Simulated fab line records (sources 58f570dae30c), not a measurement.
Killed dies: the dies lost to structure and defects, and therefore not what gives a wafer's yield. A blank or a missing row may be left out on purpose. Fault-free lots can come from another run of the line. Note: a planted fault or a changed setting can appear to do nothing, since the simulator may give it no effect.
Lot-split experiment | flow berkeley_cmos170 | 23 wafers read across 5 lots, on a route 331 steps long

## ABOUT THE SPLIT
At UCB170_PLDD_EXPOSE_03 (exposes mask PSELECT, target cd 1200 nm), the setting dose_mj was moved away from the recipe's 30 on 8 of the 23 wafers read, by -6.8% to +6.6%. This setting was run at the recipe's value on the other wafers.

## FROM THE SPLIT TO THE READING: what the file shows between them, 2 steps
- UCB170_PLDD_PEB_04
- UCB170_PLDD_DEVELOP_05: develop time 45 s

## THE READING
cd_nm (nm) at UCB170_PLDD_CD_MEAS_06, where the cd target is 1200 nm. Fault-free wafers of this fab line usually give 1200.3 nm, standard deviation 1.5 nm.

wafer  | tool, chamber at the split | dose_mj as run | against the recipe | cd_nm, nm | against lot-mates on the recipe
L075.1 | krf_scanner-02, 0          | 30             | recipe             | 1202.0    | -
L075.2 | krf_scanner-02, 0          | 30             | recipe             | 1202.6    | -
L075.6 | krf_scanner-02, 0          | 30             | recipe             | 1202.8    | -
L080.2 | krf_scanner-02, 0          | 30             | recipe             | 1200.6    | -
L080.3 | krf_scanner-02, 0          | 30             | recipe             | 1200.3    | -
L080.4 | krf_scanner-02, 0          | 30             | recipe             | 1198.1    | -
L080.5 | krf_scanner-02, 0          | 30             | recipe             | 1201.2    | -
L080.6 | krf_scanner-02, 0          | 30             | recipe             | 1200.2    | -
L076.2 | krf_scanner-01, 0          | 27.97          | -6.8%              | 1190.4    | -11.0
L076.3 | krf_scanner-01, 0          | 27.97          | -6.8%              | 1189.6    | -11.8
L076.4 | krf_scanner-01, 0          | 30             | recipe             | 1201.3    | -
L076.5 | krf_scanner-01, 0          | 30             | recipe             | 1201.5    | -
L076.6 | krf_scanner-01, 0          | 27.97          | -6.8%              | 1188.9    | -12.5
L082.1 | krf_scanner-01, 0          | 28.84          | -3.9%              | 1192.1    | -7.6
L082.2 | krf_scanner-01, 0          | 30             | recipe             | 1199.6    | -
L082.3 | krf_scanner-01, 0          | 28.84          | -3.9%              | 1192.5    | -7.2
L082.5 | krf_scanner-01, 0          | 28.84          | -3.9%              | 1191.3    | -8.4
L082.6 | krf_scanner-01, 0          | 30             | recipe             | 1199.7    | -
L083.1 | krf_scanner-01, 0          | 30             | recipe             | 1200.9    | -
L083.2 | krf_scanner-01, 0          | 31.99          | +6.6%              | 1212.5    | +11.9
L083.4 | krf_scanner-01, 0          | 31.99          | +6.6%              | 1210.7    | +10.1
L083.5 | krf_scanner-01, 0          | 30             | recipe             | 1200.0    | -
L083.6 | krf_scanner-01, 0          | 30             | recipe             | 1201.0    | -

FIT RESULTS
A straight line over all 23 wafers: cd_nm changes by +1.73 nm for each +1% of dose_mj; r = +0.98; the points scatter about the line by 1.3 nm.
The same after taking each lot's own level away (the mean of its wafers on the recipe; 23 wafers): +1.74 nm for each +1%; r = +0.99; scatter 0.78 nm.
According to that fit, moving dose_mj by its largest amount changes the reading by 12 nm.
The lots' own levels span 1199.65 to 1202.47 nm, that is 1.9 times the standard deviation above.
So the lot-to-lot level changes the slope little: the two slopes agree.
Check: with one of the wafers moved furthest among these (-6.8%) left out of the fit, the line predicts -12.2 nm for it against its lot-mates. Against them it came out at -11 nm.

## OTHER SPLITS ON THESE WAFERS
Note: prior to the reading, these wafers also went through further splits. Each is held against what the fit with the lots' levels taken away leaves over:
other split on the same wafers         | wafers away from the commonest value | r with cd_nm (lot level and that fit taken away)
UCB170_NWELL_OXIDATION_01 temp_c       | 15                                   | +0.10
UCB170_ACTIVE_CVD_05 sih2cl2_flow_sccm | 15                                   | +0.05
UCB170_PFIELD_IMPLANT_07 energy_kev    | 5                                    | +0.03
UCB170_PVT_COAT_01 spin_rpm            | 5                                    | +0.20
UCB170_PVT_DEVELOP_05 dev_temp_c       | 10                                   | +0.22

## FILE'S OWN FIT
cd_nm changes by +1.74 nm for each +1% of dose_mj, r = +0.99.
